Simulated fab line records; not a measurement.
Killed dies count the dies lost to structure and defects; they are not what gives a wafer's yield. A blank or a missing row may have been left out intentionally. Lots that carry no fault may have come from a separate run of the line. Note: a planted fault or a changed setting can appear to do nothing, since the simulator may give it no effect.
Which of the tools did it? :: flow berkeley cmos170 :: 15 lots, 45 wafers sampled, at 6 steps of a route of 331

WHAT EACH GAUGE READ, for each wafer
UCB170_NWELL_THK_MEAS_05.
lot: L665
measured: day 2 14:34
on: film metro-03
NWELL_NITRIDE_THK (nm): 229.5 228.2 228.8

lot: L668
measured: day 3 00:58
on: film metro-03
NWELL_NITRIDE_THK (nm): 226.9 225.3 224.5

lot: L667
measured: day 3 00:59
on: film metro-04
NWELL_NITRIDE_THK (nm): 225.1 225.8 226.1

lot: L669
measured: day 3 09:59
on: film metro-02
NWELL_NITRIDE_THK (nm): 227.9 228.1 227.4

lot: L670
measured: day 3 17:46
on: film metro-04
NWELL_NITRIDE_THK (nm): 224.9 224.6 225.7

lot: L671
measured: day 3 17:46
on: film metro-02
NWELL_NITRIDE_THK (nm): 225.6 226.9 225.9

lot: L672
measured: day 4 02:52
on: film metro-03
NWELL_NITRIDE_THK (nm): 225.1 224.8 225.5

lot: L673
measured: day 4 13:18
on: film metro-02
NWELL_NITRIDE_THK (nm): 223.9 220.4 223.1

lot: L675
measured: day 4 23:27
on: film metro-04
NWELL_NITRIDE_THK (nm): 225.5 227.9 227.5

lot: L676
measured: day 4 23:27
on: film metro-03
NWELL_NITRIDE_THK (nm): 225.9 229.2 225.7

lot: L677
measured: day 5 08:44
on: film metro-03
NWELL_NITRIDE_THK (nm): 224.9 226.1 225.7

lot: L678
measured: day 5 08:44
on: film metro-02
NWELL_NITRIDE_THK (nm): 227.1 224.5 224.8

lot: L679
measured: day 5 15:41
on: film metro-04
NWELL_NITRIDE_THK (nm): 227.2 226.5 226.7

lot: L683
measured: day 6 09:07
on: film metro-02
NWELL_NITRIDE_THK (nm): 224.5 226.3 226.1

lot: L687
measured: day 7 10:47
on: film metro-02
NWELL_NITRIDE_THK (nm): 224.0 222.1 224.3

UCB170_PWELL_THK_MEAS_06.
lot: L665
measured: day 3 09:52
on: film metro-03
PWELL_NITRIDE_THK (nm): 220.4 220.7 220.0

lot: L668
measured: day 3 23:41
on: film metro-03
PWELL_NITRIDE_THK (nm): 219.4 221.1 221.0

lot: L667
measured: day 3 23:43
on: film metro-02
PWELL_NITRIDE_THK (nm): 221.5 222.0 223.3

lot: L669
measured: day 4 05:44
on: film metro-02
PWELL_NITRIDE_THK (nm): 223.2 221.4 221.9

lot: L670
measured: day 4 13:39
on: film metro-02
PWELL_NITRIDE_THK (nm): 218.8 219.0 220.2

lot: L671
measured: day 4 13:39
on: film metro-01
PWELL_NITRIDE_THK (nm): 222.3 221.2 222.4

lot: L672
measured: day 5 01:23
on: film metro-02
PWELL_NITRIDE_THK (nm): 219.6 223.0 221.3

lot: L673
measured: day 5 10:20
on: film metro-02
PWELL_NITRIDE_THK (nm): 222.5 220.7 222.9

lot: L675
measured: day 5 18:50
on: film metro-01
PWELL_NITRIDE_THK (nm): 220.8 220.7 219.1

lot: L676
measured: day 5 18:50
on: film metro-03
PWELL_NITRIDE_THK (nm): 220.3 219.6 220.9

lot: L677
measured: day 6 16:30
on: film metro-02
PWELL_NITRIDE_THK (nm): 440.2 442.8 444.1

lot: L678
measured: day 6 04:50
on: film metro-01
PWELL_NITRIDE_THK (nm): 443.3 442.3 444.8

lot: L679
measured: day 6 14:28
on: film metro-03
PWELL_NITRIDE_THK (nm): 221.2 221.2 217.8

lot: L683
measured: day 7 10:50
on: film metro-02
PWELL_NITRIDE_THK (nm): 438.2 436.9 436.9

lot: L687
measured: day 8 07:44
on: film metro-03
PWELL_NITRIDE_THK (nm): 217.9 219.5 216.6

UCB170_PSD_OVL_MEAS_07.
lot: L665
measured: day 8 02:32
on: overlay-02
PSD_OVL (nm): -4 4 4

lot: L668
measured: day 8 17:32
on: overlay-02
PSD_OVL (nm): -7 -8 -15

lot: L667
measured: day 8 18:05
on: overlay-02
PSD_OVL (nm): -2 5 6

lot: L669
measured: day 8 17:48
on: overlay-01
PSD_OVL (nm): 0 -4 3

lot: L670
measured: day 9 01:55
on: overlay-02
PSD_OVL (nm): -6 -5 -5

lot: L671
measured: day 9 01:38
on: overlay-01
PSD_OVL (nm): 1 -6 -7

lot: L672
measured: day 9 14:19
on: overlay-02
PSD_OVL (nm): -2 -12 -9

lot: L673
measured: day 10 05:25
on: overlay-02
PSD_OVL (nm): -8 -5 -3

lot: L675
measured: day 10 05:10
on: overlay-01
PSD_OVL (nm): -4 -9 1

lot: L676
measured: day 10 10:59
on: overlay-02
PSD_OVL (nm): -5 -4 -9

lot: L679
measured: day 11 03:16
on: overlay-01
PSD_OVL (nm): -6 -12 -2

lot: L687
measured: day 12 19:41
on: overlay-01
PSD_OVL (nm): -11 2 -3

EACH LOT AND THE TOOL THAT RAN IT (in order: tool; ch and the chambers of the sampled wafers; start)
lot: L665
UCB170_PWELL_CVD_05: lpcvd-01 ch 1, day 3 07:55
UCB170_PWELL_ETCH_14: rie diel-02 ch 0,2, day 3 12:08
UCB170_PVT_STRIP_08: plasma asher-01 ch 0,1, day 6 22:04

lot: L668
UCB170_PWELL_CVD_05: lpcvd-01 ch 0, day 3 20:49
UCB170_PWELL_ETCH_14: rie diel-04 ch 0,1,2, day 4 01:15
UCB170_PVT_STRIP_08: plasma asher-01 ch 0,1, day 7 09:10

lot: L667
UCB170_PWELL_CVD_05: lpcvd-01 ch 1, day 3 20:49
UCB170_PWELL_ETCH_14: rie diel-01 ch 1,2,3, day 4 01:32
UCB170_PVT_STRIP_08: plasma asher-04 ch 0,1, day 7 09:26

lot: L669
UCB170_PWELL_CVD_05: lpcvd-01 ch 1, day 4 03:49
UCB170_PWELL_ETCH_14: rie diel-01 ch 1,2,3, day 4 07:02
UCB170_PVT_STRIP_08: plasma asher-03 ch 0,1, day 7 09:41

lot: L670
UCB170_PWELL_CVD_05: lpcvd-02 ch 0, day 4 11:44
UCB170_PWELL_ETCH_14: rie diel-02 ch 0,1,2, day 4 14:43
UCB170_PVT_STRIP_08: plasma asher-01 ch 0,1, day 7 20:46

lot: L671
UCB170_PWELL_CVD_05: lpcvd-02 ch 1, day 4 11:44
UCB170_PWELL_ETCH_14: rie diel-01 ch 1,2,3, day 4 14:58
UCB170_PVT_STRIP_08: plasma asher-04 ch 0,1, day 7 20:34

lot: L672
UCB170_PWELL_CVD_05: lpcvd-02 ch 1, day 4 23:27
UCB170_PWELL_ETCH_14: rie diel-04 ch 1,2,3, day 5 02:58
UCB170_PVT_STRIP_08: plasma asher-01 ch 0,1, day 8 09:10

lot: L673
UCB170_PWELL_CVD_05: lpcvd-02 ch 0, day 5 07:28
UCB170_PWELL_ETCH_14: rie diel-04 ch 2,3, day 5 11:25
UCB170_PVT_STRIP_08: plasma asher-03 ch 0,1, day 8 20:42

lot: L675
UCB170_PWELL_CVD_05: lpcvd-02 ch 0, day 5 16:55
UCB170_PWELL_ETCH_14: rie diel-04 ch 0,1,3, day 5 19:54
UCB170_PVT_STRIP_08: plasma asher-04 ch 0,1, day 8 20:35

lot: L676
UCB170_PWELL_CVD_05: lpcvd-02 ch 0, day 5 16:55
UCB170_PWELL_ETCH_14: rie diel-02 ch 0,2,3, day 5 20:10
UCB170_PVT_STRIP_08: plasma asher-04 ch 0,1, day 9 06:35

lot: L677
UCB170_PWELL_CVD_05: lpcvd-02 ch 0, day 6 12:30
UCB170_PWELL_ETCH_14: rie diel-04 ch 0,2, day 6 17:41
UCB170_PVT_STRIP_08: -

lot: L678
UCB170_PWELL_CVD_05: lpcvd-01 ch 1, day 6 00:50
UCB170_PWELL_ETCH_14: rie diel-02 ch 1,2, day 6 05:58
UCB170_PVT_STRIP_08: -

lot: L679
UCB170_PWELL_CVD_05: lpcvd-02 ch 1, day 6 12:30
UCB170_PWELL_ETCH_14: rie diel-01 ch 2,3, day 6 15:44
UCB170_PVT_STRIP_08: plasma asher-03 ch 0,1, day 10 00:16

lot: L683
UCB170_PWELL_CVD_05: lpcvd-02 ch 1, day 7 05:38 and lpcvd-01 ch 1, day 7 08:51
UCB170_PWELL_ETCH_14: rie diel-01 ch 0,3, day 7 11:48
UCB170_PVT_STRIP_08: -

lot: L687
UCB170_PWELL_CVD_05: lpcvd-02 ch 0, day 8 05:49
UCB170_PWELL_ETCH_14: rie diel-01 ch 0,1,2, day 8 08:53
UCB170_PVT_STRIP_08: plasma asher-04 ch 0,1, day 11 10:27
- UCB170_PWELL_CVD_05: deposits Si3N4 from SiH2Cl2/NH3, target thk 220 nm, time 3300 s.
- UCB170_PWELL_ETCH_14: etches Si3N4 in CH3F/Ar/O2, stops on SiO2, target depth 242 nm, time 151 s.
- UCB170_PVT_STRIP_08: strips in O2.

WHAT THE TOOLS THEMSELVES READ (means of the sampled wafers that have a number; where no wafer has one, the mark that the record gives instead)
UCB170_PWELL_CVD_05.
lot: L665
tool: lpcvd-01
pressure mtorr (mTorr): 200.2

lot: L668
tool: lpcvd-01
pressure mtorr (mTorr): 199.4

lot: L667
tool: lpcvd-01
pressure mtorr (mTorr): 200.1

lot: L669
tool: lpcvd-01
pressure mtorr (mTorr): 200.4

lot: L670
tool: lpcvd-02
pressure mtorr (mTorr): 200.4

lot: L671
tool: lpcvd-02
pressure mtorr (mTorr): 200.2

lot: L672
tool: lpcvd-02
pressure mtorr (mTorr): 199.6

lot: L673
tool: lpcvd-02
pressure mtorr (mTorr): 200.1

lot: L675
tool: lpcvd-02
pressure mtorr (mTorr): 200.0

lot: L676
tool: lpcvd-02
pressure mtorr (mTorr): 199.9

lot: L677
tool: lpcvd-02
pressure mtorr (mTorr): 200.1

lot: L678
tool: lpcvd-01
pressure mtorr (mTorr): 200.2

lot: L679
tool: lpcvd-02
pressure mtorr (mTorr): 199.9

lot: L683
tool: lpcvd-02/lpcvd-01
pressure mtorr (mTorr): 200.3

lot: L687
tool: lpcvd-02
pressure mtorr (mTorr): 200.2

UCB170_PWELL_ETCH_14.
lot: L665
tool: rie diel-02
drypump motor current A (A): 6.0
oes product au (a.u.): 0.949
throttle valve pct (%): 8.05

lot: L668
tool: rie diel-04
drypump motor current A (A): 5.4
oes product au (a.u.): 0.947
throttle valve pct (%): 8.05

lot: L667
tool: rie diel-01
drypump motor current A (A): 5.5
oes product au (a.u.): 0.945
throttle valve pct (%): 8.08

lot: L669
tool: rie diel-01
drypump motor current A (A): 5.5
oes product au (a.u.): 0.946
throttle valve pct (%): 8.07

lot: L670
tool: rie diel-02
drypump motor current A (A): 6.0
oes product au (a.u.): 0.941
throttle valve pct (%): 7.99

lot: L671
tool: rie diel-01
drypump motor current A (A): 5.5
oes product au (a.u.): 0.946
throttle valve pct (%): 8.07

lot: L672
tool: rie diel-04
drypump motor current A (A): 5.5
oes product au (a.u.): 0.953
throttle valve pct (%): 8.08

lot: L673
tool: rie diel-04
drypump motor current A (A): 5.3
oes product au (a.u.): 0.956
throttle valve pct (%): 8.14

lot: L675
tool: rie diel-04
drypump motor current A (A): 5.7
oes product au (a.u.): 0.949
throttle valve pct (%): 8.01

lot: L676
tool: rie diel-02
drypump motor current A (A): 6.1
oes product au (a.u.): 0.944
throttle valve pct (%): 8.09

lot: L677
tool: rie diel-04
drypump motor current A (A): 5.3
oes product au (a.u.): 1.006
throttle valve pct (%): 8.05

lot: L678
tool: rie diel-02
drypump motor current A (A): 6.3
oes product au (a.u.): 1.000
throttle valve pct (%): 8.07

lot: L679
tool: rie diel-01
drypump motor current A (A): 5.5
oes product au (a.u.): 0.933
throttle valve pct (%): 8.08

lot: L683
tool: rie diel-01
drypump motor current A (A): 6.4
oes product au (a.u.): 1.012
throttle valve pct (%): 8.20

lot: L687
tool: rie diel-01
drypump motor current A (A): 5.5
oes product au (a.u.): 0.935
throttle valve pct (%): 8.15

UCB170_PVT_STRIP_08.
lot: L665
tool: plasma asher-01
drypump motor current A (A): 6.0
oes product au (a.u.): 0.730
strip time to endpoint s (s): 21.59

lot: L668
tool: plasma asher-01
drypump motor current A (A): 5.9
oes product au (a.u.): 0.734
strip time to endpoint s (s): 21.68

lot: L667
tool: plasma asher-04
drypump motor current A (A): 5.9
oes product au (a.u.): 0.731
strip time to endpoint s (s): 21.70

lot: L669
tool: plasma asher-03
drypump motor current A (A): 4.9
oes product au (a.u.): 0.732
strip time to endpoint s (s): 21.71

lot: L670
tool: plasma asher-01
drypump motor current A (A): 5.9
oes product au (a.u.): 0.736
strip time to endpoint s (s): 21.62

lot: L671
tool: plasma asher-04
drypump motor current A (A): 5.9
oes product au (a.u.): 0.736
strip time to endpoint s (s): 21.68

lot: L672
tool: plasma asher-01
drypump motor current A (A): 5.9
oes product au (a.u.): 0.733
strip time to endpoint s (s): 21.54

lot: L673
tool: plasma asher-03
drypump motor current A (A): 5.1
oes product au (a.u.): 0.735
strip time to endpoint s (s): 21.76

lot: L675
tool: plasma asher-04
drypump motor current A (A): 5.9
oes product au (a.u.): 0.738
strip time to endpoint s (s): 21.69

lot: L676
tool: plasma asher-04
drypump motor current A (A): 6.1
oes product au (a.u.): 0.735
strip time to endpoint s (s): 21.68

lot: L679
tool: plasma asher-03
drypump motor current A (A): 4.9
oes product au (a.u.): 0.733
strip time to endpoint s (s): 21.63

lot: L687
tool: plasma asher-04
drypump motor current A (A): 6.1
oes product au (a.u.): 0.730
strip time to endpoint s (s): 21.84

THE ANSWER, worked out from the rows above alone
Rule: the usual values come from the lots themselves. Put in order of their means at a reading, lots are off if they are a third of the lots or fewer, leave a main group of 4 or more, and stand apart from it by a gap of 3 or more times the standard deviation of the main group's means; of several such gaps the widest counts. A main group is skipped when, at the precision printed for the reading in the tables above, its means are all equal. Also off: a lot with no number at a reading for which 4 or more lots have one. Where the step has rows for the other lots, those lots are counted as sound. The gauges are gone through in route order, then the tools' own readings, and for those a lot's mean is taken as printed above. At the first step where some lot is off, the reading lying furthest off is the one used; lots without a number count as furthest.
Off: at UCB170_PWELL_THK_MEAS_06 (PWELL_NITRIDE_THK), L677, L678, L683. For the main group the mean is 220.7 nm and the standard deviation 1.2.
If a tool, at a process step before that reading, ran all the lots that are off and no sound lot after the first of them, it fits. The gauges at UCB170_PWELL_THK_MEAS_06 aren't tried: what is off there is off at UCB170_PWELL_ETCH_14 too, on other tools, and a gauge's error can't cause that. None of those tried fits.

WHAT WAS PUT IN BY THE SIMULATOR
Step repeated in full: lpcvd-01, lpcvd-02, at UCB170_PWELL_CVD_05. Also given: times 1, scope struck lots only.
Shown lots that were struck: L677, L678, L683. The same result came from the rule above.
